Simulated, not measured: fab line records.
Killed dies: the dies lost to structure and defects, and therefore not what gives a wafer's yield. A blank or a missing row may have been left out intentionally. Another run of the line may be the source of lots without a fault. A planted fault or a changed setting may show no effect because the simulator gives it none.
Which tool is to blame? + flow rit cmos + 15 lots, 45 wafers sampled, at 3 steps of a route of 202

## WHAT THE GAUGES SHOWED, per wafer
RIT_SILICIDE_RS_MEAS_02: a four-point-probe measurement.
| lot  | measured    | on            | SILICIDE_TI_RS (ohm/sq) |
|------|-------------|---------------|-------------------------|
| L700 | day 3 05:13 | film metro-02 | 48.7 49.0 48.9          |
| L701 | day 3 07:12 | film metro-04 | 47.7 48.2 47.0          |
| L702 | day 3 11:18 | film metro-02 | 48.1 48.0 47.6          |
| L704 | day 3 21:27 | film metro-03 | 47.5 48.5 136.8         |
| L705 | day 4 05:11 | film metro-02 | 46.3 46.8 46.5          |
| L706 | day 4 08:19 | film metro-04 | 141.4 47.7 47.8         |
| L707 | day 4 14:29 | film metro-02 | 47.7 47.8 47.7          |
| L708 | day 4 17:22 | film metro-04 | 47.1 46.8 135.3         |
| L712 | day 5 17:49 | film metro-02 | 47.9 48.5 47.7          |
| L714 | day 6 01:34 | film metro-03 | 48.5 48.6 48.4          |
| L716 | day 6 11:21 | film metro-04 | 47.5 47.9 47.6          |
| L718 | day 6 20:06 | film metro-04 | 47.2 47.5 48.2          |
| L720 | day 7 05:09 | film metro-02 | 48.1 47.6 48.3          |
| L721 | day 7 12:37 | film metro-04 | 47.6 49.2 47.1          |
| L723 | day 7 21:29 | film metro-04 | 48.0 49.1 47.9          |

RIT_SILICIDE_THK_MEAS_03: measures by xrf.
| lot  | measured    | on            | SILICIDE_TI_THK (nm) |
|------|-------------|---------------|----------------------|
| L700 | day 3 05:19 | film metro-02 | 29.7 29.5 29.5       |
| L701 | day 3 07:19 | film metro-04 | 30.6 29.9 30.7       |
| L702 | day 3 11:24 | film metro-02 | 29.8 30.0 30.2       |
| L704 | day 3 21:34 | film metro-03 | 30.3 29.8 13.3       |
| L705 | day 4 05:18 | film metro-02 | 30.5 30.5 30.6       |
| L706 | day 4 08:25 | film metro-04 | 13.0 30.2 30.2       |
| L707 | day 4 14:36 | film metro-02 | 30.0 29.9 30.0       |
| L708 | day 4 17:29 | film metro-04 | 30.5 30.7 13.4       |
| L712 | day 5 17:56 | film metro-02 | 29.7 29.3 29.8       |
| L714 | day 6 01:40 | film metro-03 | 29.6 29.6 29.8       |
| L716 | day 6 11:28 | film metro-04 | 30.4 30.2 30.4       |
| L718 | day 6 20:13 | film metro-04 | 30.6 30.5 30.0       |
| L720 | day 7 05:16 | film metro-02 | 29.8 29.9 29.7       |
| L721 | day 7 12:44 | film metro-04 | 30.2 29.5 30.6       |
| L723 | day 7 21:35 | film metro-04 | 30.2 29.5 30.2       |

## TOOL THAT RAN EACH LOT (tool first, then ch and the chambers of the sampled wafers, then the start)
| lot  | RIT_SILICIDE_SPUTTER_01     |
|------|-----------------------------|
| L700 | pvd sputter-04, day 3 05:01 |
| L701 | pvd sputter-01, day 3 07:03 |
| L702 | pvd sputter-01, day 3 11:07 |
| L704 | pvd sputter-01, day 3 21:17 |
| L705 | pvd sputter-02, day 4 05:02 |
| L706 | pvd sputter-01, day 4 08:08 |
| L707 | pvd sputter-02, day 4 14:20 |
| L708 | pvd sputter-01, day 4 17:13 |
| L712 | pvd sputter-04, day 5 17:40 |
| L714 | pvd sputter-04, day 6 01:22 |
| L716 | pvd sputter-02, day 6 11:11 |
| L718 | pvd sputter-02, day 6 19:57 |
| L720 | pvd sputter-04, day 7 05:00 |
| L721 | pvd sputter-01, day 7 12:27 |
| L723 | pvd sputter-01, day 7 21:19 |
- RIT_SILICIDE_SPUTTER_01: material Ti, target thk 30 nm, time 240 s.

## WHAT THE TOOLS THEMSELVES READ (means of the sampled wafers that have a number; where no wafer has one, the mark that the record gives instead)
RIT_SILICIDE_SPUTTER_01.
| lot  | tool           | throttle valve pct (%) |
|------|----------------|------------------------|
| L700 | pvd sputter-04 | 29.8                   |
| L701 | pvd sputter-01 | 30.0                   |
| L702 | pvd sputter-01 | 29.7                   |
| L704 | pvd sputter-01 | 30.0                   |
| L705 | pvd sputter-02 | 29.5                   |
| L706 | pvd sputter-01 | 30.5                   |
| L707 | pvd sputter-02 | 29.7                   |
| L708 | pvd sputter-01 | 30.5                   |
| L712 | pvd sputter-04 | 30.1                   |
| L714 | pvd sputter-04 | 30.1                   |
| L716 | pvd sputter-02 | 29.1                   |
| L718 | pvd sputter-02 | 29.5                   |
| L720 | pvd sputter-04 | 29.7                   |
| L721 | pvd sputter-01 | 30.5                   |
| L723 | pvd sputter-01 | 30.1                   |

## THE ANSWER, worked out from the rows above alone
Rule: usual is defined by the lots themselves. Put in order of their means at a reading, lots are off if they are a third of the lots or fewer, leave a main group of 4 or more, and stand apart from it by a gap of 3 or more times the standard deviation of the main group's means; of several such gaps the widest counts. A main group is skipped when, at the precision printed for the reading in the tables above, its means are all equal. A lot without any number at a reading at which 4 lots or more have one is off too. All remaining lots with rows at the step are treated as sound. The gauges are gone through in route order, then the tools' own readings, and for those a lot's mean is taken as printed above. At the first step where some lot is off, the reading lying furthest off is the one used; lots without a number count as furthest.
Off: at RIT_SILICIDE_RS_MEAS_02 (SILICIDE_TI_RS), L704, L706, L708. The main group: mean 47.9 ohm/sq, standard deviation 0.55.
A tool fits if, at a process step before that reading, it ran every lot that is off, and no sound lot after the first of them. The gauges at RIT_SILICIDE_RS_MEAS_02 are tried like those tools. No candidate that was tried fits.

## WHAT THE SIMULATOR PUT IN
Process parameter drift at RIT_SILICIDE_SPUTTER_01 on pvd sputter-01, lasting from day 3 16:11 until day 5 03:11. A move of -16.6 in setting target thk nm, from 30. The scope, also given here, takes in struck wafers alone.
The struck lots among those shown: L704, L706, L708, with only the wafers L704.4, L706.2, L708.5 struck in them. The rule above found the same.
